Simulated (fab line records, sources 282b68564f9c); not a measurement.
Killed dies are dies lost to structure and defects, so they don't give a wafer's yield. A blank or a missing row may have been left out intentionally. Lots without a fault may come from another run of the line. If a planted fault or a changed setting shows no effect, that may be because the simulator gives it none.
fab line records | flow rit_cmos
record: lots: 13 wafers: 39 last_day: 7
route steps=202 shown NLDD@112 PLDD@124 M1@196
lots that met no fault: from a run of the same line without faults
start_h: hours from the record's opening day to when the first of the lot's shown wafers began | wait_h: hours elapsed since this lot's preceding step | " same as the row above | L1.1+2: several wafers, shown together as one row | - either no value or no given start | * or withheld: withheld | < > ~ a bound
route shown NAME@n: NAME is a module with steps in the file, n the number in the route of the first one | usual: the fault-free wafers' mean and standard deviation | same: alike in all rows | chamber/n: place in a boat | sites: readings site by site | _std_site: standard deviation of those values | _edge_site: the outer-site mean with the inner-site mean subtracted | radius_mm: for every site, how far away it sits from the centre of the wafer | mask NAME#n: copy n | behind: tool/chamber where the wafer was last shaped | hold: what put the lot on hold/how long, in hours/how the hold closed | device: whichever transistor did not switch (one of n, p or np) | end of line: the route-end tests of the same wafers | for a step that has no rows: nothing shown but its recipe | killed: the dies lost at the first sort to structure and to defects; this is not the yield of the wafer | map: per-die view of a wafer (x killed, . not killed, _ where there is no die)
set.NAME: the setting as run; set.NAME@STEP: as run at that earlier step | model.NAME: the simulator's own value behind a step, which no gauge read
the route's steps for a sample of lots (tables are steps, rows are wafers)
services: from which hour (start_h, from the record's first day; less than 0 if before it) a tool's chamber was out of use, for how many hours, and why
== steps ==
step: RIT_NLDD_STRIP_09
recipe: chemistry: O2 time_s: 180 resist: NOVOLAK platen_temp_c: withheld power_w: 500 pressure_mtorr: 4000 o2_flow_sccm: 4000
usual: drypump_motor_current_A: 5.8/0.47
columns lot.wafer tool chamber start_h wait_h drypump_motor_current_A rf_hours_counter_h
L148.2 plasma_asher-03 0 43.23 0.1 6.0 25
L148.4 " 0 " " 6.0 -
L148.6 " 0 " " 5.9 -
L151.1 plasma_asher-03 0 57.30 0.1 6.0 27
L151.4 " 1 " " 5.7 -
L151.5 " 1 " " 5.7 -
L152.2 plasma_asher-03 1 62.80 0.1 5.7 27
L152.3 " 0 " " 6.0 -
L152.5 " 0 " " 6.0 -
L153.2 plasma_asher-04 1 68.08 0.1 5.2 42
L153.3 " 1 " " 5.2 -
L153.5 " 0 " " 4.8 -
L154.2 plasma_asher-02 0 72.06 0.1 6.5 43
L154.5 " 1 " " 5.7 -
L154.6 " 0 " " 6.5 -
L155.3 plasma_asher-02 0 76.02 0.1 6.4 -
L155.4 " 1 " " 5.7 -
L155.6 " 1 " " 5.7 -
L156.1 plasma_asher-02 1 83.01 0.1 5.8 44
L156.2 " 0 " " 6.4 44
L156.6 " 0 " " 6.5 -
L157.3 plasma_asher-02 1 89.53 0.1 5.7 -
L157.4 " 0 " " 6.5 -
L157.6 " 0 " " 6.4 -
L159.1 plasma_asher-02 0 97.30 0.1 6.5 47
L159.3 " 0 " " 6.5 -
L159.5 " 0 " " 6.5 -
L163.2 plasma_asher-02 0 117.51 0.1 6.5 49
L163.3 " 1 " " 5.7 -
L163.4 " 0 " " 6.5 -
L164.1 plasma_asher-03 0 123.77 0.1 5.9 32
L164.3 " 0 " " 6.0 -
L164.5 " 0 " " 6.0 -
L167.1 plasma_asher-03 0 136.78 0.1 6.0 33
L167.5 " 1 " " 5.7 -
L167.6 " 0 " " 6.0 -
L171.1 plasma_asher-03 0 157.15 0.1 5.9 34
L171.2 " 1 " " 5.7 34
L171.3 " 1 " " 5.7 -
step: RIT_PLDD_TW_MEAS_10
usual: PLDD_TW: 2375/18
columns lot.wafer tool chamber start_h wait_h PLDD_TW
L148.2 film_metro-04 - 44.84 0.1 2372
L148.4 " - " " 2368
L148.6 " - " " 2364
L151.1 film_metro-02 - 58.90 0.1 2359
L151.4 " - " " 2363
L151.5 " - " " 2362
L152.2 film_metro-02 - 64.41 0.1 2366
L152.3 " - " " 2365
L152.5 " - " " 2359
L153.2 film_metro-02 - 69.81 0.1 2363
L153.3 " - " " 2347
L153.5 " - " " 2351
L154.2 film_metro-02 - 73.67 0.1 2364
L154.5 " - " " 2370
L154.6 " - " " 2373
L155.3 film_metro-03 - 77.57 0.1 2389
L155.4 " - " " 2399
L155.6 " - " " 2380
L156.1 film_metro-04 - 84.73 0.1 2385
L156.2 " - " " 2372
L156.6 " - " " 2378
L157.3 film_metro-02 - 91.22 0.1 2370
L157.4 " - " " 2361
L157.6 " - " " 2369
L159.1 film_metro-04 - 98.90 0.1 2367
L159.3 " - " " 2381
L159.5 " - " " 2379
L163.2 film_metro-04 - 119.11 0.1 2379
L163.3 " - " " 2368
L163.4 " - " " 2379
L164.1 film_metro-04 - 125.49 0.1 2386
L164.3 " - " " 2394
L164.5 " - " " 2403
L167.1 film_metro-03 - 138.38 0.1 2416
L167.5 " - " " 2415
L167.6 " - " " 2409
L171.1 film_metro-02 - 158.87 0.1 2356
L171.2 " - " " 2362
L171.3 " - " " 2378
step: RIT_SDANNEAL_RS_MEAS_07
recipe: thk_meas_gauge: four-point-probe
usual: NLDD_RS: 151.4/0.51
columns lot.wafer tool chamber start_h wait_h NLDD_RS[ohm/sq]
L148.2 film_metro-04 - 51.15 0.1 151.3
L148.4 " - " " 151.1
L148.6 " - " " 151.4
L151.1 film_metro-04 - 65.57 0.1 151.7
L151.4 " - " " 151.9
L151.5 " - " " 151.8
L152.2 film_metro-02 - 70.85 0.1 151.2
L152.3 " - " " 151.2
L152.5 " - " " 151.1
L153.2 film_metro-02 - 76.30 0.1 151.4
L153.3 " - " " 151.5
L153.5 " - " " 151.8
L154.2 film_metro-02 - 80.05 0.1 152.9
L154.5 " - " " 152.7
L154.6 " - " " 152.1
L155.3 film_metro-04 - 83.94 0.1 150.2
L155.4 " - " " 150.7
L155.6 " - " " 150.4
L156.1 film_metro-04 - 91.18 0.1 151.5
L156.2 " - " " 151.2
L156.6 " - " " 151.4
L157.3 film_metro-04 - 98.01 0.1 150.7
L157.4 " - " " 151.3
L157.6 " - " " 151.6
L159.1 film_metro-04 - 105.75 0.1 150.7
L159.3 " - " " 150.8
L159.5 " - " " 150.9
L163.2 film_metro-02 - 125.55 0.1 150.9
L163.3 " - " " 150.8
L163.4 " - " " 150.5
L164.1 film_metro-04 - 132.85 0.1 151.6
L164.3 " - " " 151.4
L164.5 " - " " 151.5
L167.1 film_metro-03 - 145.87 0.1 151.6
L167.5 " - " " 151.4
L167.6 " - " " 151.6
L171.1 film_metro-02 - 165.42 0.1 151.6
L171.2 " - " " 151.3
L171.3 " - " " 151.8
step: RIT_M1_METAL_ETCH_12
recipe: stop_on: SiO2 chemistry: Cl2/BCl3 target: Al time_s: 165 over_etch_frac: 0.5 pressure_mtorr: 100 target_depth_a: 6000 rf_w: 250 Cl2_flow_sccm: 60 bcl3_flow_sccm: 50
usual: bcl3_flow_sccm: 50.01/0.16 drypump_motor_current_A: 5.9/0.51 oes_product_au: 0.772/0.0097 throttle_valve_pct: 8.33/0.067
same: over_etch_frac: 0.5
columns lot.wafer tool chamber start_h wait_h bcl3_flow_sccm drypump_motor_current_A oes_product_au rf_hours_counter_h throttle_valve_pct
L148.2 rie_metal-02 0 56.00 0.2 49.67 6.6 0.774 4 8.35
L148.4 " 0 " " 49.94 6.6 0.753 - 8.35
L148.6 " 0 " " 49.94 6.6 0.758 - 8.37
L151.1 rie_metal-02 1 70.40 0.2 50.11 6.0 0.778 4 8.33
L151.4 " 0 " " 50.15 6.6 0.765 - 8.35
L151.5 " 0 " " 50.14 6.6 0.754 - 8.35
L152.2 rie_metal-01 0 75.77 0.2 49.78 5.5 0.782 1 8.43
L152.3 " 1 " " 49.90 5.3 0.776 - 8.33
L152.5 " 0 " " 49.85 5.5 0.776 - 8.44
L153.2 rie_metal-04 1 81.08 0.2 50.04 6.6 0.772 33 8.18
L153.3 " 1 " " 49.86 6.6 0.772 - 8.20
L153.5 " 0 " " 49.96 5.7 0.776 - 8.30
L154.2 rie_metal-02 1 84.93 0.2 50.03 6.0 0.779 4 8.32
L154.5 " 1 " " 49.86 6.0 0.780 - 8.33
L154.6 " 0 " " 50.36 6.7 0.756 - 8.33
L155.3 rie_metal-01 1 88.74 0.2 50.10 5.3 0.755 - 8.32
L155.4 " 0 " " 49.77 5.5 0.774 - 8.43
L155.6 " 0 " " 49.84 5.4 0.774 - 8.41
L156.1 rie_metal-04 1 95.99 0.2 49.98 6.6 0.778 33 8.18
L156.2 " 0 " " 50.00 5.7 0.772 33 8.31
L156.6 " 1 " " 50.25 6.6 0.781 - 8.20
L157.3 rie_metal-02 1 102.90 0.2 49.89 6.0 0.776 - 8.33
L157.4 " 0 " " 49.81 6.6 0.773 - 8.35
L157.6 " 0 " " 50.13 6.6 0.763 - 8.35
L159.1 rie_metal-04 0 110.88 0.2 49.90 5.7 0.762 33 8.28
L159.3 " 0 " " 50.18 5.7 0.772 - 8.30
L159.5 " 0 " " 50.24 5.7 0.763 - 8.30
L163.2 rie_metal-04 0 130.43 0.2 50.22 5.7 0.786 33 8.30
L163.3 " 1 " " 50.18 6.6 0.789 - 8.19
L163.4 " 0 " " 49.99 5.7 0.779 - 8.29
L164.1 rie_metal-01 0 137.72 0.2 49.85 5.4 0.778 1 8.42
L164.3 " 0 " " 50.01 5.5 0.771 - 8.43
L164.5 " 0 " " 49.88 5.4 0.767 - 8.45
L167.1 rie_metal-02 0 150.63 0.2 50.10 6.6 0.764 5 8.34
L167.5 " 0 " " 50.09 6.6 0.758 - 8.34
L167.6 " 1 " " 50.11 6.0 0.779 - 8.33
L171.1 rie_metal-01 1 170.60 0.2 49.99 5.3 0.756 2 8.32
L171.2 " 0 " " 50.46 5.5 0.770 2 8.43
L171.3 " 1 " " 50.22 5.3 0.761 - 8.33
step: RIT_M1_PROBE_99
usual: defect_limited_yield: 97.4/1.1 killed_at_M0_to_M3: 0/0 killed_at_contacts: 0.1/0.24 killed_at_front_end: 6.8/2.8 killed_dies: 6.9/2.8 killed_open: 3.3/1.9 killed_short: 3.5/1.8 sort_bin_3_pad_short: 0.1/0.22 sort_bin_5_function: 1.4/0.76 sort_bin_6_memory: 1.0/0.67 sort_n_pass: 257.1/2.8 sort_yield_pct: 97.4/1.1
same: gross_dies: 264 killed_at_M4_up: 0 killed_at_back_side: 0 killed_at_other: 0
columns lot.wafer tool chamber start_h wait_h defect_limited_yield[%] killed_at_M0_to_M3 killed_at_contacts killed_at_front_end killed_dies killed_open killed_short sort_bin_3_pad_short[%] sort_bin_5_function[%] sort_bin_6_memory[%] sort_n_pass sort_yield_pct[%]
L148.2 prober-01 - 58.74 0.1 98.5 0 0 4 4 2 2 0 1.1 0.4 260.0 98.5
L148.4 prober-01 - 58.84 0.2 98.1 0 0 5 5 2 3 0 0.4 1.5 259.0 98.1
L148.6 prober-01 - 58.94 0.2 95.5 0 0 12 12 3 9 0 3.0 1.5 252.0 95.5
L151.1 prober-02 - 72.65 0.1 96.2 0 1 9 10 6 4 0 2.3 1.5 254.0 96.2
L151.4 prober-02 - 72.80 0.2 97.3 0 0 7 7 2 5 0 1.5 1.1 257.0 97.3
L151.5 prober-02 - 72.85 0.2 98.5 0 0 4 4 1 3 0 1.1 0.4 260.0 98.5
L152.2 prober-01 - 78.72 0.1 97.3 0 0 7 7 4 3 0 1.5 1.1 257.0 97.3
L152.3 prober-01 - 78.77 0.2 98.1 0 0 5 5 2 3 0.4 1.1 0.4 259.0 98.1
L152.5 prober-01 - 78.87 0.2 96.6 0 0 9 9 7 2 0 2.3 1.1 255.0 96.6
L153.2 prober-02 - 83.76 0.1 97.7 0 0 6 6 2 4 0.8 0.8 0.8 258.0 97.7
L153.3 prober-02 - 83.81 0.2 98.5 0 0 4 4 3 1 0 0.4 1.1 260.0 98.5
L153.5 prober-02 - 83.91 0.2 98.9 0 0 3 3 2 1 0 0.8 0.4 261.0 98.9
L154.2 prober-01 - 87.24 0.1 97.0 0 0 8 8 2 6 0.8 1.1 1.1 256.0 97.0
L154.5 prober-01 - 87.39 0.2 96.6 0 0 9 9 6 3 0 1.9 1.5 255.0 96.6
L154.6 prober-01 - 87.44 0.2 97.3 0 0 7 7 4 3 0 1.5 1.1 257.0 97.3
L155.3 prober-02 - 91.04 0.2 96.2 0 0 10 10 6 4 0.4 1.9 1.5 254.0 96.2
L155.4 prober-02 - 91.09 0.2 97.3 0 0 7 7 0 6 0 1.1 1.5 257.0 97.3
L155.6 prober-02 - 91.19 0.2 96.2 0 0 10 10 2 7 0.4 1.5 1.9 254.0 96.2
L156.1 prober-01 - 98.24 0.1 99.2 0 0 2 2 2 0 0 0.4 0.4 262.0 99.2
L156.2 prober-01 - 98.29 0.1 98.1 0 0 5 5 3 2 0 1.1 0.8 259.0 98.1
L156.6 prober-01 - 98.49 0.2 98.1 0 0 5 5 2 3 0.4 1.1 0.4 259.0 98.1
L157.3 prober-02 - 105.20 0.2 99.6 0 0 1 1 1 0 0 0 0.4 263.0 99.6
L157.4 prober-02 - 105.25 0.2 97.3 0 0 7 7 4 3 0 1.5 1.1 257.0 97.3
L157.6 prober-02 - 105.35 0.2 96.6 0 1 8 9 3 6 0 1.5 1.9 255.0 96.6
L159.1 prober-02 - 113.49 0.1 98.5 0 0 4 4 2 2 0 0.4 1.1 260.0 98.5
L159.3 prober-02 - 113.59 0.2 99.6 0 1 0 1 0 1 0 0.4 0 263.0 99.6
L159.5 prober-02 - 113.69 0.2 97.3 0 0 7 7 4 3 0 1.5 1.1 257.0 97.3
L163.2 prober-01 - 133.49 0.1 97.3 0 0 7 7 4 3 0.4 1.1 1.1 257.0 97.3
L163.3 prober-01 - 133.54 0.2 95.5 0 0 12 12 5 7 0 3.4 1.1 252.0 95.5
L163.4 prober-01 - 133.59 0.2 98.5 0 0 4 4 2 2 0 1.1 0.4 260.0 98.5
L164.1 prober-02 - 140.05 0.1 96.6 0 0 9 9 4 5 0 3.0 0.4 255.0 96.6
L164.3 prober-02 - 140.15 0.2 97.7 0 0 6 6 3 3 0 1.5 0.8 258.0 97.7
L164.5 prober-02 - 140.25 0.2 97.3 0 0 7 7 4 3 0.4 0.8 1.5 257.0 97.3
L167.1 prober-01 - 153.45 0.1 97.7 4 0 2 6 0 2 0.4 1.9 0 258.0 97.7
L167.5 prober-01 - 153.65 0.2 97.3 2 0 5 7 4 1 0 1.1 1.5 257.0 97.3
L167.6 prober-01 - 153.70 0.2 99.2 0 0 2 2 0 2 0 0.8 0 262.0 99.2
L171.1 prober-01 - 173.33 0.1 95.1 0 0 13 13 9 4 0 1.9 3.0 251.0 95.1
L171.2 prober-01 - 173.38 0.1 96.2 0 1 9 10 6 4 0.4 3.0 0.4 254.0 96.2
L171.3 prober-01 - 173.43 0.2 97.7 0 0 6 6 2 4 0.4 1.1 0.8 258.0 97.7
killed by level:class
L148.2 FOX1:geometric_particle:open=2 FOX1:geometric_particle:short=1 GATE:geometric_particle:short=1
L148.4 FOX1:geometric_particle:short=1 GATE:geometric_particle:short=1 GATE:geometric_particle:open=1 REOX:geometric_particle:short=1 SILICIDE:geometric_particle:open=1
L148.6 GATE:geometric_particle:short=3 REOX:geometric_particle:short=2 SPACER:geometric_particle:short=2 FOX1:geometric_particle:short=1 FOX1:geometric_particle:open=1 FOX2:geometric_particle:open=1 REOX:geometric_particle:open=1 SILICIDE:geometric_particle:short=1
L151.1 FOX1:geometric_particle:open=2 FOX1:geometric_particle:short=2 GATE:geometric_particle:open=2 FOX2:geometric_particle:open=1 FOX2:geometric_particle:short=1 SPACER:geometric_particle:open=1 CONTACT:geometric_particle:short=1
L151.4 GATE:geometric_particle:short=3 FOX1:geometric_particle:short=1 FOX1:geometric_particle:open=1 REOX:geometric_particle:short=1 SILICIDE:geometric_particle:open=1
L151.5 SILICIDE:geometric_particle:short=3 GATE:geometric_particle:open=1
L152.2 FOX1:geometric_particle:short=1 FOX1:geometric_particle:open=1 FOX2:geometric_particle:short=1 GATE:geometric_particle:open=1 REOX:geometric_particle:open=1 SPACER:geometric_particle:short=1 SILICIDE:geometric_particle:open=1
L152.3 GATE:geometric_particle:open=2 FOX1:geometric_particle:short=1 GATE:geometric_particle:short=1 SPACER:geometric_particle:short=1
L152.5 FOX1:geometric_particle:open=3 REOX:geometric_particle:open=2 FOX1:geometric_particle:short=1 GATE:geometric_particle:open=1 REOX:geometric_particle:short=1 SPACER:geometric_particle:open=1
L153.2 FOX2:geometric_particle:short=2 GATE:geometric_particle:short=2 GATE:geometric_particle:open=1 SILICIDE:geometric_particle:open=1
L153.3 GATE:geometric_particle:short=1 GATE:geometric_particle:open=1 SPACER:geometric_particle:open=1 SILICIDE:geometric_particle:open=1
L153.5 FOX1:geometric_particle:short=1 FOX1:geometric_particle:open=1 FOX2:geometric_particle:open=1
L154.2 GATE:geometric_particle:short=4 FOX1:geometric_particle:short=1 FOX1:geometric_particle:open=1 GATE:geometric_particle:open=1 SPACER:geometric_particle:short=1
L154.5 GATE:geometric_particle:open=5 ACTIVE:geometric_particle:short=1 FOX2:geometric_particle:open=1 GATE:geometric_particle:short=1 SPACER:geometric_particle:short=1
L154.6 GATE:geometric_particle:short=3 FOX1:geometric_particle:open=1 GATE:geometric_particle:open=1 REOX:geometric_particle:open=1 SPACER:geometric_particle:open=1
L155.3 REOX:geometric_particle:open=3 SILICIDE:geometric_particle:short=2 SILICIDE:geometric_particle:open=2 GATE:geometric_particle:open=1 GATE:geometric_particle:short=1 REOX:geometric_particle:short=1
L155.4 REOX:geometric_particle:short=4 FOX2:geometric_particle:short=1 GATE:geometric_particle:short=1 NRETRO:coat_microbubble_printed=1
L155.6 GATE:geometric_particle:short=5 GATE:geometric_particle:open=1 REOX:geometric_particle:open=1 REOX:geometric_particle:short=1 SPACER:geometric_particle:short=1 NRETRO:coat_microbubble_printed=1
L156.1 GATE:geometric_particle:open=1 SPACER:geometric_particle:open=1
L156.2 FOX1:geometric_particle:short=2 GATE:geometric_particle:open=2 SILICIDE:geometric_particle:open=1
L156.6 SPACER:geometric_particle:short=2 FOX2:geometric_particle:short=1 GATE:geometric_particle:open=1 SILICIDE:geometric_particle:open=1
L157.3 GATE:geometric_particle:open=1
L157.4 GATE:geometric_particle:open=3 FOX1:geometric_particle:short=1 GATE:geometric_particle:short=1 REOX:geometric_particle:open=1 SILICIDE:geometric_particle:short=1
L157.6 FOX1:geometric_particle:short=2 GATE:geometric_particle:short=2 GATE:geometric_particle:open=1 REOX:geometric_particle:open=1 REOX:geometric_particle:short=1 SPACER:geometric_particle:short=1 CONTACT:geometric_particle:open=1
L159.1 GATE:geometric_particle:open=2 GATE:geometric_particle:short=1 SPACER:geometric_particle:short=1
L159.3 CONTACT:geometric_particle:short=1
L159.5 GATE:geometric_particle:open=2 FOX1:geometric_particle:short=1 FOX2:geometric_particle:open=1 REOX:geometric_particle:short=1 SPACER:geometric_particle:short=1 SILICIDE:geometric_particle:open=1
L163.2 GATE:geometric_particle:open=2 FOX2:geometric_particle:open=1 GATE:geometric_particle:short=1 REOX:geometric_particle:short=1 SPACER:geometric_particle:open=1 SILICIDE:geometric_particle:short=1
L163.3 GATE:geometric_particle:open=3 SPACER:geometric_particle:short=3 SILICIDE:geometric_particle:short=2 FOX1:geometric_particle:open=1 FOX2:geometric_particle:short=1 FOX2:geometric_particle:open=1 REOX:geometric_particle:short=1
L163.4 REOX:geometric_particle:short=1 SPACER:geometric_particle:open=1 SPACER:geometric_particle:short=1 SILICIDE:geometric_particle:open=1
L164.1 GATE:geometric_particle:short=4 GATE:geometric_particle:open=3 FOX1:geometric_particle:open=1 REOX:geometric_particle:short=1
L164.3 GATE:geometric_particle:short=2 REOX:geometric_particle:open=2 SPACER:geometric_particle:short=1 SPACER:geometric_particle:open=1
L164.5 GATE:geometric_particle:open=3 FOX1:geometric_particle:short=1 FOX1:geometric_particle:open=1 GATE:geometric_particle:short=1 SILICIDE:geometric_particle:short=1
L167.1 M1:unspecified=4 FOX1:geometric_particle:short=1 REOX:geometric_particle:short=1
L167.5 M1:unspecified=2 FOX1:geometric_particle:open=1 FOX1:geometric_particle:short=1 GATE:geometric_particle:open=1 REOX:geometric_particle:open=1 SILICIDE:geometric_particle:open=1
L167.6 GATE:geometric_particle:short=1 REOX:geometric_particle:short=1
L171.1 GATE:geometric_particle:open=4 FOX2:geometric_particle:open=2 REOX:geometric_particle:short=2 FOX1:geometric_particle:open=1 FOX1:geometric_particle:short=1 REOX:geometric_particle:open=1 SPACER:geometric_particle:open=1 SPACER:geometric_particle:short=1
L171.2 GATE:geometric_particle:open=2 GATE:geometric_particle:short=2 FOX1:geometric_particle:open=1 REOX:geometric_particle:short=1 REOX:geometric_particle:open=1 SPACER:geometric_particle:short=1 SILICIDE:geometric_particle:open=1 CONTACT:geometric_particle:open=1
L171.3 SPACER:geometric_particle:short=2 FOX2:geometric_particle:open=1 GATE:geometric_particle:open=1 REOX:geometric_particle:short=1 SILICIDE:geometric_particle:short=1
== services ==
columns tool chamber start_h hours kind
plasma_asher-03 - 74.96 24.9 pm
plasma_asher-04 - 108.75 9.0 pm
plasma_asher-04 0 108.75 9.0 vent_cycle
plasma_asher-04 1 108.75 9.0 vent_cycle
plasma_asher-04 0 117.75 - clean
plasma_asher-04 1 117.75 - clean
rie_metal-02 0 125.14 17.8 repair
rie_metal-04 - 136.12 20.0 pm
rie_metal-04 0 136.12 20.0 vent_cycle
rie_metal-04 1 136.12 20.0 vent_cycle
plasma_asher-03 - 142.42 14.6 pm
rie_metal-04 0 156.12 - clean
rie_metal-04 1 156.12 - clean
plasma_asher-04 - 168.42 4.0 repair
== key ==
first_sign: step: RIT_M1_PROBE_99 reading: killed_at_M0_to_M3 direction: up sigmas: 3 usual: 0 struck: 3
effect none on later readings
met_at RIT_M1_METAL_ETCH_12
struck_lots L167
struck_wafers L167.1,L167.5
not_acting_at RIT_NLDD_STRIP_09,RIT_PLDD_TW_MEAS_10,RIT_SDANNEAL_RS_MEAS_07
onset_between 102.90 150.63
fault: kind: chamber_particle_source tool: rie_metal-02 chamber: 0 onset_h: 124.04 steps: RIT_M1_METAL_ETCH_12 rate_per_visit_cm2: 0.013288 end_h: 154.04
